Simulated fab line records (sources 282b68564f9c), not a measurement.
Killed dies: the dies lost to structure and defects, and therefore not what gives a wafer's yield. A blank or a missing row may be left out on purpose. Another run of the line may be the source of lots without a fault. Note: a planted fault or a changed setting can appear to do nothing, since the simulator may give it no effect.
Which tool was responsible?	flow ritCmos	Sampling: 14 lots, 42 wafers, 2 of 202 route steps

## WHAT THE GAUGES SHOWED, per wafer
The record holds no reading of a measuring or inspecting step that can be judged against a usual standard deviation.

## TOOL THAT RAN EACH LOT (tool first, then ch and the chambers of the sampled wafers, then the start)
lot	RIT_PSD_STRIP_09	RIT_M1_PROBE_99
L857	plasmaAsher-04 ch 0,1, day 3 09:11	-
L858	plasmaAsher-04 ch 0, day 3 14:20	prober-01, day 3 22:31
L860	plasmaAsher-02 ch 0,1, day 3 19:32	-
L861	plasmaAsher-02 ch 1, day 4 08:14	prober-02, day 4 16:34
L862	plasmaAsher-03 ch 0,1, day 4 08:55	prober-01, day 4 18:07
L865	plasmaAsher-03 ch 0,1, day 5 00:46	-
L866	plasmaAsher-04 ch 1, day 5 05:42	-
L868	plasmaAsher-04 ch 0,1, day 5 19:19	-
L873	plasmaAsher-04 ch 0,1, day 7 02:28	prober-02, day 7 10:56
L874	plasmaAsher-04 ch 0,1, day 7 07:26	prober-01, day 7 15:26
L877	plasmaAsher-02 ch 0,1, day 7 22:01	prober-02, day 8 06:16
L879	plasmaAsher-02 ch 0,1, day 8 02:56	prober-01, day 8 11:14
L878	plasmaAsher-03 ch 0,1, day 8 04:28	prober-02, day 8 12:44
L880	plasmaAsher-04 ch 0,1, day 8 08:31	-
- RIT_PSD_STRIP_09: strips in O2, time 180 s.
- RIT_M1_PROBE_99

## WHAT THE TOOLS THEMSELVES READ (means of the sampled wafers that have a number; where no wafer has one, the mark that the record gives instead)
RIT_PSD_STRIP_09. Usual: chamberPressureMTorr 4000 mTorr, standard deviation 3.8; drypumpMotorCurrentA 5.8 A, standard deviation 0.47.
lot	tool	chamberPressureMTorr (mTorr)	drypumpMotorCurrentA (A)	flag
L857	plasmaAsher-04	3997	5.8	
L858	plasmaAsher-04	4001	5.9	
L860	plasmaAsher-02	4002	5.6	
L861	plasmaAsher-02	4002	6.6	
L862	plasmaAsher-03	4004	6.0	
L865	plasmaAsher-03	3999	6.0	
L866	plasmaAsher-04	4002	5.6	
L868	plasmaAsher-04	4003	5.7	
L873	plasmaAsher-04	-	-	OFF
L874	plasmaAsher-04	-	-	OFF
L877	plasmaAsher-02	3998	6.1	
L879	plasmaAsher-02	4002	5.6	
L878	plasmaAsher-03	3999	5.8	
L880	plasmaAsher-04	3997	5.7	

RIT_M1_PROBE_99. Usual: killedAtContacts 0.0, standard deviation 0.2; killedAtFrontEnd 7.0, standard deviation 2.8; killedDies 7.0, standard deviation 2.8; killedOnRim 2.0, standard deviation 1.4; killedOpen 3.4, standard deviation 1.9; killedShort 3.6, standard deviation 2.
lot	tool	killedAtContacts	killedAtFrontEnd	killedDies	killedOnRim	killedOpen	killedShort	flag
L858	prober-01	0.0	3.3	3.3	1.0	2.0	1.3	
L861	prober-02	0.0	5.3	5.3	1.7	2.0	3.3	
L862	prober-01	0.0	7.3	7.3	2.7	3.0	4.3	
L873	prober-02	0.0	264.0	264.0	70.0	2.7	2.7	OFF
L874	prober-01	0.3	263.7	264.0	70.0	3.0	3.7	OFF
L877	prober-02	0.0	8.3	8.3	3.3	4.0	4.3	
L879	prober-01	0.0	6.0	6.0	1.7	2.3	3.7	
L878	prober-02	0.3	9.7	10.0	1.7	4.7	5.3	

## THE ANSWER, worked out from the rows above alone
Rule: a lot counts as off when the mean over its wafers that have a number is more than 3 standard deviations away from the usual mean. A lot without any number at a reading at which 4 lots or more have one is off too. Any other lot the step has rows for is counted as sound. The gauges are gone through in route order, then the tools' own readings, and for those a lot's mean is taken as printed above. At the first step where some lot is off, the reading lying furthest off is the one used; lots without a number count as furthest.
Off: L873, L874 (RIT_PSD_STRIP_09, chamberPressureMTorr). Without a number there: L873, L874.
A tool fits if, at that step or a process step before it, it ran every lot that is off, and no sound lot after the first of them. Of those tried, none fits.

## WHAT WAS PUT IN BY THE SIMULATOR
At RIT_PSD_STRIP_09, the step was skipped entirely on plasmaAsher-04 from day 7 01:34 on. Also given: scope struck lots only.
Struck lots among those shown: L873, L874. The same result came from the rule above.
